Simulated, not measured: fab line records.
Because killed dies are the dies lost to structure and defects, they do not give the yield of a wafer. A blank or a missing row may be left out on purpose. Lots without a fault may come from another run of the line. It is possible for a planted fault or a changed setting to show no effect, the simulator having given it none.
A single fault, viewed from 2 desks :: flow berkeley cmos170 :: each desk holds nothing but its own numbers, with what lay behind them at the end

## METROLOGY DESK
Lot by lot, what the gauges showed, no matter which tool ran the lot: averages of those sampled wafers that carry a number. Marked OUT: a lot whose mean sits more than 4 standard deviations from the usual mean, which makes it out of limits; the brackets give that distance.
Columns: A = SACOX_OXIDE_THK at UCB170_SACOX_THK_MEAS_02, usual 14.27 nm; B = cd nm at UCB170_GATE_CD_MEAS_12, usual 349.9 nm; C = cd nm at UCB170_PLDD_CD_MEAS_06, usual 1200.4 nm
lot: L265
first seen here: day 5 21:03
A: 14.42
B: 349.8
C: 1202.1

lot: L264
first seen here: day 5 21:06
A: 14.08
B: 349.9
C: 1201.3

lot: L266
first seen here: day 6 06:29
A: 14.33
B: 350.9
C: 1201.3

lot: L267
first seen here: day 6 21:15
A: 14.46
B: 350.1
C: 1201.3

lot: L268
first seen here: day 6 21:15
A: 14.27
B: 349.0
C: 1198.0

lot: L272
first seen here: day 7 18:58
A: 14.31
B: 348.3
C: 1200.4

lot: L271
first seen here: day 7 18:59
A: 14.23
B: 351.3
C: 1199.5

lot: L275
first seen here: day 8 06:25
A: 14.90
B: 351.9
C: 1201.3

lot: L276
first seen here: day 8 19:31
A: 14.30
B: 350.9
C: 1200.3

lot: L277
first seen here: day 9 02:49
A: 14.41
B: 349.9
C: 1199.8

lot: L281
first seen here: day 9 02:53
A: 14.38
B: 349.4
C: 1199.6

lot: L279
first seen here: day 9 02:54
A: 14.68
B: 341.7 (-5.9) OUT
C: 1199.0

lot: L282
first seen here: day 9 22:59
A: 14.09
B: 342.3 (-5.4) OUT
C: 1203.0

lot: L286
first seen here: day 10 12:07
A: 14.33
B: 350.3
C: 1197.9
This desk's finding: out of limits on L279, L282; first on L279, day 10 04:02 (cd nm at UCB170_GATE_CD_MEAS_12). L265, L264, L266, L267, L268, L272, L271, L275, L276, L277, L281, L286: within limits.

## FOR THE TOOL OWNER'S DESK: litho track-02
The tool's own readings at UCB170_GATE_PEB_10: means of the sampled wafers that have a number, for each lot that ran on this tool. Marked OUT: a lot whose mean sits more than 4 standard deviations from the usual mean, which makes it out of limits; the brackets give that distance.
Columns: A = resist line temp C at UCB170_GATE_PEB_10, usual 22.98 C
lot: L268
first seen here: day 8 09:20
A: 22.95

lot: L267
first seen here: day 8 09:36
A: 22.96

lot: L271
first seen here: day 8 22:22
A: 22.95

lot: L275
first seen here: day 9 08:35
A: 22.90

lot: L276
first seen here: day 9 22:47
A: 22.94

lot: L279
first seen here: day 10 03:44
A: 22.87

lot: L282
first seen here: day 11 04:44
A: 23.07
This desk found nothing out of limits on any of the 7 lots.

## TAKEN TOGETHER
An alarm was possible from the metrology desk at day 10 04:02, on L279, L282.
Nothing out of limits was seen by the tool owner's desk.
Tool owner's desk: L279, L282 on record, inside its limits.
All the named lots went through UCB170_GATE_PEB_10 on litho track-02.

## WHAT WAS PUT IN BY THE SIMULATOR
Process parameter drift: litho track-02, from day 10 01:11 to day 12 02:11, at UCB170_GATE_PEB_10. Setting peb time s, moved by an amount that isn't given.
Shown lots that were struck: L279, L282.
Hours from the fault's start to each desk's first reading out of limits: the metrology desk, 3.
